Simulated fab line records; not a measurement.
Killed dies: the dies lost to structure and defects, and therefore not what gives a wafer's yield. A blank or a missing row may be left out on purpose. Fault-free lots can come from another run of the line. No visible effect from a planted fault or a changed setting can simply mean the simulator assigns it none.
Comparing a struck lot with a sound one    flow rit cmos    15 steps out of a route of 202
Sound: wafers L988.1, L988.2, L988.4. Wafers L989.1, L989.3, L989.5 were the ones struck. Last of all comes the cause.
For every step that has rows: the tool of each side, followed by ch and its chambers, followed by its first start. Under that, the readings that differ: sound wafers    struck wafers    difference of the means    sigmas: that difference in standard deviations of wafers without a fault.
alike: same words and numbers on both sides, and readings whose means sit less than 2 such deviations apart. not compared: any withheld reading, any reading some wafer has no value for, any bound like >300 that may hide the same value, and any number with overlapping values for which the record gives no deviation.
A row with sigmas, a row that says differs or no value, or rows on one side alone: a step with any of these is where the two part. Numbers that have no deviation but don't overlap get no sigmas and don't part them. A reading missing from all wafers of one side parts the sides only when that side holds two or more wafers.

first, 6 steps without rows for these wafers: RIT_CONTACT_HMDS_02 (prime time 60 s); RIT_CONTACT_COAT_03 (resist thk 1000 nm); RIT_CONTACT_SOFTBAKE_04 (time 60 s); RIT_CONTACT_EXPOSE_05 (exposes mask M11, target cd 1000 nm); RIT_CONTACT_PEB_06; RIT_CONTACT_DEVELOP_07 (develop time 123 s).
RIT_CONTACT_CD_MEAS_08: target cd 1000 nm.
  sound on cd sem-01, day 4 07:39; struck on cd sem-01, day 4 11:29
  alike: cd nm
RIT_CONTACT_OVL_MEAS_09:
  sound on overlay-02, day 4 07:46; struck on overlay-02, day 4 11:36
  alike: CONTACT_OVL
then, 1 step without rows for these wafers: RIT_CONTACT_HARDBAKE_10 (time 60 s).
RIT_CONTACT_ETCH_11: etches SiO2 in CHF3/CF4/Ar, stops on TiSi2, target depth 480 nm, time 320 s.
  sound on rie diel-03 ch 1,2,3, day 4 07:57; struck on rie diel-03 ch 0,1,2, day 4 11:47
  alike: CHF3_flow_sccm, drypump motor current A, mfc ar sccm, oes product au, rf fwd power W, throttle valve pct
  not compared: rf hours counter h
RIT_CONTACT_STRIP_12: strips in O2, time 180 s.
  sound on plasma asher-01 ch 0,1, day 4 08:09; struck on plasma asher-01 ch 1, day 4 11:59
  alike: drypump motor current A
  not compared: rf hours counter h
RIT_CONTACT_CD_MEAS_90: target cd 1000 nm.
  sound on cd sem-01, day 4 08:19; struck on cd sem-02, day 4 12:10
  alike: cd nm
RIT_CONTACT_CLEAN_13: cleans in SC1, time 600 s.
  sound on wet bench-04 ch 1, day 4 08:26; struck on wet bench-04 ch 2, day 4 12:17
  no value came back on the struck wafers for bath guard temp C (C), bath heat duty pct (%); on the sound wafers bath guard temp C (C) reads 75.6 75.3 75.0
then, 1 step without rows for these wafers: RIT_CONTACT_CLEAN_14 (cleans in SC2, time 600 s).
RIT_M1_PROBE_99:
  sound on prober-01, day 4 12:49; struck on prober-02, day 4 16:40
  alike: killed at contacts, killed at front end, killed dies, killed open, killed short

== WHERE THEY PART ==
At RIT_CONTACT_CLEAN_13 and nowhere else, as far as this record goes. Later steps at which nothing parts them and some readings are alike: RIT_M1_PROBE_99.

WHY: what the simulator had put in
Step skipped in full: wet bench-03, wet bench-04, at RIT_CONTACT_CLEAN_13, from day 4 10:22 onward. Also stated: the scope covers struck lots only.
